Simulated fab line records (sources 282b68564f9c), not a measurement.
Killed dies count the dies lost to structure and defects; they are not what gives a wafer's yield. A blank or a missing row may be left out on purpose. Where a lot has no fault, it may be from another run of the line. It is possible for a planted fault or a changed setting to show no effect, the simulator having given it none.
Which tool is to blame? -- flow rit cmos -- 10 lots, 30 wafers sampled, at 2 steps of a route of 202

WHAT THE GAUGES READ, wafer by wafer
RIT_GATE_THK_MEAS_09.
lot,measured,on,GATE_POLY_THK (nm)
L448,day 2 22:21,film metro-01,250.7 253.6 251.5
L449,day 3 04:04,film metro-01,247.2 247.7 247.5
L459,day 4 22:17,film metro-02,268.6 270.6 270.7
L461,day 5 08:18,film metro-02,272.2 273.1 271.8
L462,day 5 14:07,film metro-02,254.8 250.1 250.5
L463,day 5 21:56,film metro-02,247.6 247.5 247.6
L464,day 6 00:00,film metro-02,250.6 250.8 251.9
L466,day 6 12:01,film metro-01,249.5 248.9 250.5
L467,day 6 14:52,film metro-01,250.5 249.6 247.9
L468,day 6 18:59,film metro-02,250.6 252.4 253.2

EACH LOT AND THE TOOL THAT RAN IT (in order: tool; ch and the chambers of the sampled wafers; start)
lot,RIT_GATE_CVD_08
L448,"lpcvd-01 ch 1, day 2 20:44"
L449,"lpcvd-02 ch 0, day 3 02:23"
L459,"lpcvd-01 ch 0, day 4 20:40"
L461,"lpcvd-01 ch 1, day 5 06:40"
L462,"lpcvd-02 ch 1, day 5 12:29"
L463,"lpcvd-02 ch 0, day 5 20:17"
L464,"lpcvd-02 ch 1, day 5 22:23"
L466,"lpcvd-02 ch 0, day 6 09:35"
L467,"lpcvd-02 ch 0, day 6 12:26"
L468,"lpcvd-02 ch 1, day 6 17:22"
- RIT_GATE_CVD_08: deposits poly-Si from SiH4, target thk 250 nm, time 2220 s.

THE ANSWER, worked out from the rows above alone
Rule: the usual values come from the lots themselves. The widest of any qualifying gaps counts: lots, ordered by their means at a reading, are off when they make up no more than a third of the lots, leave a main group of 4 or more, and stand apart from it by 3 or more times the standard deviation of that group's means. The tables above print the reading to a certain number of digits; a main group whose means all agree to those digits is not used. Also off: a lot with no number at a reading for which 4 or more lots have one. Any other lot the step has rows for is counted as sound.
Off: L459, L461, seen at RIT_GATE_THK_MEAS_09 (GATE_POLY_THK). Mean 250.1 nm and standard deviation 1.8 in the main group.
If a tool, at a process step before that reading, ran all the lots that are off and no sound lot after the first of them, it fits. Gauges at RIT_GATE_THK_MEAS_09: tried the same way as those tools. One candidate fits, namely lpcvd-01 at RIT_GATE_CVD_08. A fault onset in the window from L448 (day 2 20:44, its last sound lot) to L459 (day 4 20:40, its first lot off) fits.

WHAT THE SIMULATOR HAD PUT IN
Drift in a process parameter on lpcvd-01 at RIT_GATE_CVD_08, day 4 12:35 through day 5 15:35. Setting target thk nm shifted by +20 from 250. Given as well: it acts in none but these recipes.
Struck lots among those shown: L459, L461. This agrees with what the rule above found.
